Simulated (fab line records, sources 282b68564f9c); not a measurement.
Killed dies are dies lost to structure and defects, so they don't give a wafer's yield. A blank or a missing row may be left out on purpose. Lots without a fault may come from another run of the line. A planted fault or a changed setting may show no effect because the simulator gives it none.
Problem report in the 8D (eight disciplines) form, filled by code | flow rit_cmos | the parts of the form that need people (team, actions taken, sign-off) are left out

1. THE PROBLEM
killed_at_contacts at RIT_M1_PROBE_99 reads a mean of 37.7 on 3 wafers of 2 lots; wafers without a fault read 0.1 with a standard deviation of 0.23. That is +99 or more standard deviations from the usual mean.
First seen on wafer L209.1, day 6 15:18, on prober-02. The record holds 6 wafers of 2 lots with a number at this step. Rule for "out", or "out of limits": more than 4 standard deviations from the usual mean. The other wafers with a number count as sound.

2. WHAT IT IS AND WHAT IT IS NOT
question                    | is                              | is not
which readings at this step | killed_at_contacts, killed_dies | killed_at_front_end, killed_open, killed_short
which lots                  | L209, L212                      | -
which wafers of those lots  | L209.1, L212.3, L212.5          | L209.3, L209.6, L212.2
read on which tools         | prober-01, prober-02            | -
when                        | from day 6 15:18                | up to then (0 sound wafers); but 3 sound wafers of L209, L212 came after

3. SUSPECTS, AND WHAT RULES EACH OUT
Counting: a tool at a process step up to the reading stays a suspect if it ran every lot that is out. Sound lots after the first of them don't rule it out here, since some wafers of a struck lot are sound.
- pecvd-03 at RIT_CONTACT_CVD_00 (deposits SiO2 from TEOS, target thk 400 nm, time 61 s): kept. It ran every lot that is out, first L209 (day 6 08:33).
- Within pecvd-03 at RIT_CONTACT_CVD_00: the wafers that are out ran in chamber 0; their sound lot-mates ran in chambers 1, 2.
Left after counting: pecvd-03 at RIT_CONTACT_CVD_00.

4. THE CAUSE (what the simulator had put in)
Chamber particle source: pecvd-03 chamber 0, from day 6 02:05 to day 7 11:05, at RIT_CONTACT_CVD_00. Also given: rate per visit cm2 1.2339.
Counting left only this tool.

5. THE CHAIN OF EFFECTS, in route order
Each row: a reading whose mean over the struck wafers that have a number lies more than 3 standard deviations from the usual. Only readings for which the record gives a usual standard deviation are gone through. hours: the time from each lot's start at the first step in this table that gives one to its start at this step, as a median over the lots. sigmas: the change in usual standard deviations.
hours | step            | reading            | usual | on struck wafers | change | sigmas
0     | RIT_M1_PROBE_99 | killed_at_contacts | 0.1   | 37.7             | +37.6  | +99 or more
0     | RIT_M1_PROBE_99 | killed_dies        | 6.6   | 42.7             | +36.1  | +13
The process steps in it:
- RIT_M1_PROBE_99

6. WHAT WOULD HAVE CAUGHT IT SOONER
In this record the first reading out of limits was taken at day 6 15:18, 13 hours after the fault began at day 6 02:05.
Of the tool readings at RIT_CONTACT_CVD_00 for which the record gives a usual standard deviation, none was out on any struck wafer, so an alarm limit of 4 standard deviations on them would not have fired.
Of the lots that are out (2), L212 began RIT_CONTACT_CVD_00 on pecvd-03 after day 6 15:18. A hold on the tool at that time would have spared it.
